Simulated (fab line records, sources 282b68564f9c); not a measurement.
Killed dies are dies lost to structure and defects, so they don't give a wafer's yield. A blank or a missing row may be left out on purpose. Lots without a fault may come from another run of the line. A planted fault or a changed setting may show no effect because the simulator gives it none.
One fault seen from 2 desks | flow rit_cmos | each desk has only its own numbers; what lay behind them comes last

THE TOOL OWNER'S DESK: plasma_asher-04
The tool's own readings at RIT_NRETRO_STRIP_09 (strips in O2, time 180 s): means of the sampled wafers that have a number, for each lot that ran on this tool. A lot is out of limits, marked OUT, if its mean lies more than 4 standard deviations from the usual mean; the brackets give that distance.
Columns: A = chamber_pressure_mTorr at RIT_NRETRO_STRIP_09, usual 4000 mTorr; B = drypump_motor_current_A at RIT_NRETRO_STRIP_09, usual 5.5 A; C = o2_flow_sccm at RIT_NRETRO_STRIP_09, usual 4000 sccm
lot  | first seen here | A    | B   | C
L339 | day 2 13:32     | 4001 | 5.2 | 4005
L341 | day 2 21:08     | 4005 | 5.2 | 4005
L343 | day 3 06:44     | 4000 | 5.3 | 4013
This desk's finding: nothing out of limits on any of the 3 lots.

THE METROLOGY DESK
What the gauges read, lot by lot, whatever tool the lot ran on: means of the sampled wafers that have a number. A lot is out of limits, marked OUT, if its mean lies more than 4 standard deviations from the usual mean; the brackets give that distance.
Columns: A = PRETRO_TW at RIT_PRETRO_TW_MEAS_10, usual 476
lot  | first seen here | A
L338 | day 2 08:56     | 483
L339 | day 2 15:14     | 470
L340 | day 2 18:53     | 484
L341 | day 2 22:59     | 483
L343 | day 3 08:34     | 482
L345 | day 3 18:54     | 471
L346 | day 4 00:25     | 465
L347 | day 4 05:10     | 467
L348 | day 4 10:17     | 482
L350 | day 4 19:28     | 482
L355 | day 5 20:56     | 30 (-68) OUT
L356 | day 6 07:25     | 30 (-68) OUT
L357 | day 6 09:07     | 30 (-68) OUT
L360 | day 6 21:23     | 467
L361 | day 7 03:34     | 470
This desk's finding: out of limits on L355, L356, L357; first on L355, day 5 20:56 (PRETRO_TW at RIT_PRETRO_TW_MEAS_10). In limits: L338, L339, L340, L341, L343, L345, L346, L347, L348, L350, L360, L361.

PUT TOGETHER
The metrology desk could have raised an alarm at day 5 20:56, on L355, L356, L357.
The tool owner's desk saw nothing out of limits.
The tool owner's desk has no number on record for L355, L356, L357.
Of the lots named, all ran RIT_NRETRO_STRIP_09 on plasma_asher-04.

WHAT THE SIMULATOR HAD PUT IN
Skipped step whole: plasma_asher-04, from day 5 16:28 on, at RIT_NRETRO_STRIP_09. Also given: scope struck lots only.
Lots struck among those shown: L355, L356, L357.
Hours from the fault's start to each desk's first reading out of limits: the metrology desk, 4.
